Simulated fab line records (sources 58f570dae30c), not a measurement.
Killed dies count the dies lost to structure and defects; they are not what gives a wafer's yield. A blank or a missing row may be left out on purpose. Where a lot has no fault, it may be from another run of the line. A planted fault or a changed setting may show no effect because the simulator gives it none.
Problem report, 8D (eight disciplines) form, completed by code :: flow berkeleyCmos170 :: the parts of the form that need people (team, actions taken, sign-off) are left out

## 1. PROBLEM STATEMENT
runLengthS at UCB170_M2_SOFTBAKE_11 reads a mean of 115.90 s on 6 wafers of 2 lots; wafers without a fault read 89.15 s with a standard deviation of 0.17. So: +99 or more standard deviations from the usual mean.
The step: time 60 s.
First observed at day 11 20:00: wafer L441.3, on lithoTrack-04. At this step, 42 wafers from 14 lots have a number in the record. By rule, "out" or "out of limits" means more than 4 standard deviations away from the usual mean. All remaining wafers that have a number are taken as sound.

## 2. WHAT IT IS AND WHAT IT IS NOT
question: which readings at this step
is: runLengthS
is not: -

question: which lots
is: L441, L444
is not: L424, L425, L426, L427, L428, L430, L431, L433, L437, L438, L440, L447

question: which wafers of those lots
is: all that have a number
is not: -

question: read on which tools
is: lithoTrack-04
is not: lithoTrack-01, lithoTrack-02

question: when
is: from day 11 20:00
is not: up to then (33 sound wafers); but 3 sound wafers of L447 came after

## 3. SUSPECTS, AND WHAT RULES EACH OUT
Counting: a tool at a process step up to the reading stays a suspect if it ran every lot that is out and no sound lot after the first of them.
- lithoTrack-04 at UCB170_M2_SOFTBAKE_11 (time 60 s): kept. It processed each lot that is out, first L441 at day 11 20:00, and no sound lot thereafter; up to then, the last sound lot it processed was L440 at day 11 18:00. Its own runLengthS readings are out on those wafers.
After counting, what remains is lithoTrack-04 at UCB170_M2_SOFTBAKE_11.

## 4. THE CAUSE (what the simulator had put in)
Process parameters drifting: lithoTrack-04 at UCB170_M2_SOFTBAKE_11, beginning at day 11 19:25. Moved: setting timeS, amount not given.
Only this tool survived the counting.

## 5. THE CHAIN OF EFFECTS, in route order
Rows list readings where the struck wafers' mean (over those with a number) sits beyond 3 standard deviations from the usual. Readings are gone through only where the record gives a usual standard deviation; hours: the median, over the lots, of the time from a lot's start at the first step in this table giving one to that lot's start at this step; sigmas: the change measured in usual standard deviations.
hours: 0
step: UCB170_M2_SOFTBAKE_11
reading: runLengthS
usual: 89.15 s
on struck wafers: 115.90
change: +26.75
sigmas: +99 or more
It contains these process steps:
- UCB170_M2_SOFTBAKE_11: time 60 s.
Later steps that measure or inspect, where all struck wafers having a row at the step show a number for every such reading and not one has moved that far: UCB170_V2_OVL_MEAS_13, UCB170_M3_CD_MEAS_90.

## 6. HOW IT WOULD HAVE BEEN CAUGHT EARLIER
In this record the first reading out of limits was taken at day 11 20:00, 1 hour after the fault began at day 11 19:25.
